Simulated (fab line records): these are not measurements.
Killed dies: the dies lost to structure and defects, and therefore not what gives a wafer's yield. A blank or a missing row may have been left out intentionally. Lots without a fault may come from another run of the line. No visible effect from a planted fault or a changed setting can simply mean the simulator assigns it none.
Which tool was responsible? | flow rit-cmos | 6 lots with 18 wafers sampled at 2 steps, on a route of 202 steps

## WHAT THE GAUGES SHOWED, per wafer
RIT_NSD_TW_MEAS_10.
lot  | measured    | on            | NSD_TW
L479 | day 3 04:44 | film-metro-02 | 3091 3102 3113
L481 | day 3 16:20 | film-metro-04 | 3130 3134 3125
L483 | day 4 02:30 | film-metro-01 | 3122 3112 3120
L492 | day 5 23:27 | film-metro-02 | 2842 2866 2860
L496 | day 6 18:49 | film-metro-04 | 3105 3104 3102
L498 | day 7 03:55 | film-metro-01 | 3121 3114 3094

## EACH LOT AND THE TOOL THAT RAN IT (in order: tool; ch and the chambers of the sampled wafers; start)
lot  | RIT_NSD_IMPLANT_08
L479 | implanter-03 ch 0, day 3 04:25
L481 | implanter-02 ch 0, day 3 16:00
L483 | implanter-02 ch 0, day 4 02:12
L492 | implanter-03 ch 0, day 5 23:08
L496 | implanter-02 ch 0, day 6 18:29
L498 | implanter-01 ch 0, day 7 03:35
- RIT_NSD_IMPLANT_08

## THE ANSWER, worked out from the rows above alone
Rule: what is usual is taken from the lots themselves. Put in order of their means at a reading, lots are off if they are a third of the lots or fewer, leave a main group of 4 or more, and stand apart from it by a gap of 3 or more times the standard deviation of the main group's means; of several such gaps the widest counts. The tables above print the reading to a certain number of digits; a main group whose means all agree to those digits is not used. A lot without any number at a reading at which 4 lots or more have one is off too. The other lots that the step has rows for count as sound.
Off: L492, at RIT_NSD_TW_MEAS_10 (NSD_TW). The main group: mean 3113, standard deviation 10.
A tool fits if, at a process step before that reading, it ran every lot that is off, and no sound lot after the first of them. Gauges at RIT_NSD_TW_MEAS_10: tried the same way as those tools. This does not decide it: 2 tools fit, namely implanter-03 at RIT_NSD_IMPLANT_08 and film-metro-02 at RIT_NSD_TW_MEAS_10.

## WHAT WAS PUT IN BY THE SIMULATOR
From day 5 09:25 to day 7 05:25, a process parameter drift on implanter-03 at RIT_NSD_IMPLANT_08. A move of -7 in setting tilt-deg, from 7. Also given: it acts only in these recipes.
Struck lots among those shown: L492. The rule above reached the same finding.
